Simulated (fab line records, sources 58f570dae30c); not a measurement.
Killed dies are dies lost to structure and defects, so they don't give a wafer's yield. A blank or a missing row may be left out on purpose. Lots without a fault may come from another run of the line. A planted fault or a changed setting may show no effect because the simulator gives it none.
Chamber matching | flow berkeley_cmos170 | UCB170_GATE_ETCH_14 on rie_diel-03: 4 sister chambers
The step etches BARC in N2/H2. 8 wafers are shown with their chamber, then 7 later ones without.

WAFERS WITH THEIR CHAMBER
wafer  | chamber | drypump_motor_current_A (A) | throttle_valve_pct (%)
L595.5 | 2       | 4.9                         | 13.17
L598.3 | 0       | 5.5                         | 13.31
L598.6 | 0       | 5.4                         | 13.34
L602.2 | 1       | 5.7                         | 13.51
L602.3 | 3       | 5.0                         | 13.33
L602.6 | 2       | 4.9                         | 13.16
L605.3 | 3       | 5.0                         | 13.33
L605.5 | 1       | 5.7                         | 13.51

WAFERS WITHOUT THEIR CHAMBER
wafer  | drypump_motor_current_A (A) | throttle_valve_pct (%)
L605.6 | 5.4                         | 13.34
L610.3 | 5.4                         | 13.33
L610.4 | 5.7                         | 13.54
L610.5 | 5.4                         | 13.33
L614.1 | 5.0                         | 13.32
L614.2 | 5.7                         | 13.52
L614.6 | 5.7                         | 13.53

WHICH CHAMBER EACH WENT THROUGH
wafer  | from the rows above | in truth
L605.6 | 0                   | 0
L610.3 | 0                   | 0
L610.4 | 1                   | 1
L610.5 | 0                   | 0
L614.1 | 3                   | 3
L614.2 | 1                   | 1
L614.6 | 1                   | 1
Placed correctly: 7 of 7. Can't be placed from these rows: 0. Placed wrongly: 0.
How it was worked out, from the rows above alone: a wafer's distance from a chamber is the root of the sum, over the readings, of the square of ((its reading less the chamber's mean) divided by the reading's scatter). The wafer belongs to the nearest chamber; if the next one is less than 2 further off, it can't be placed. A chamber's mean is the mean of its shown wafers. The scatter: the root of (the sum of the squares of (reading less its chamber's mean) over the shown wafers, divided by (wafers less chambers)).
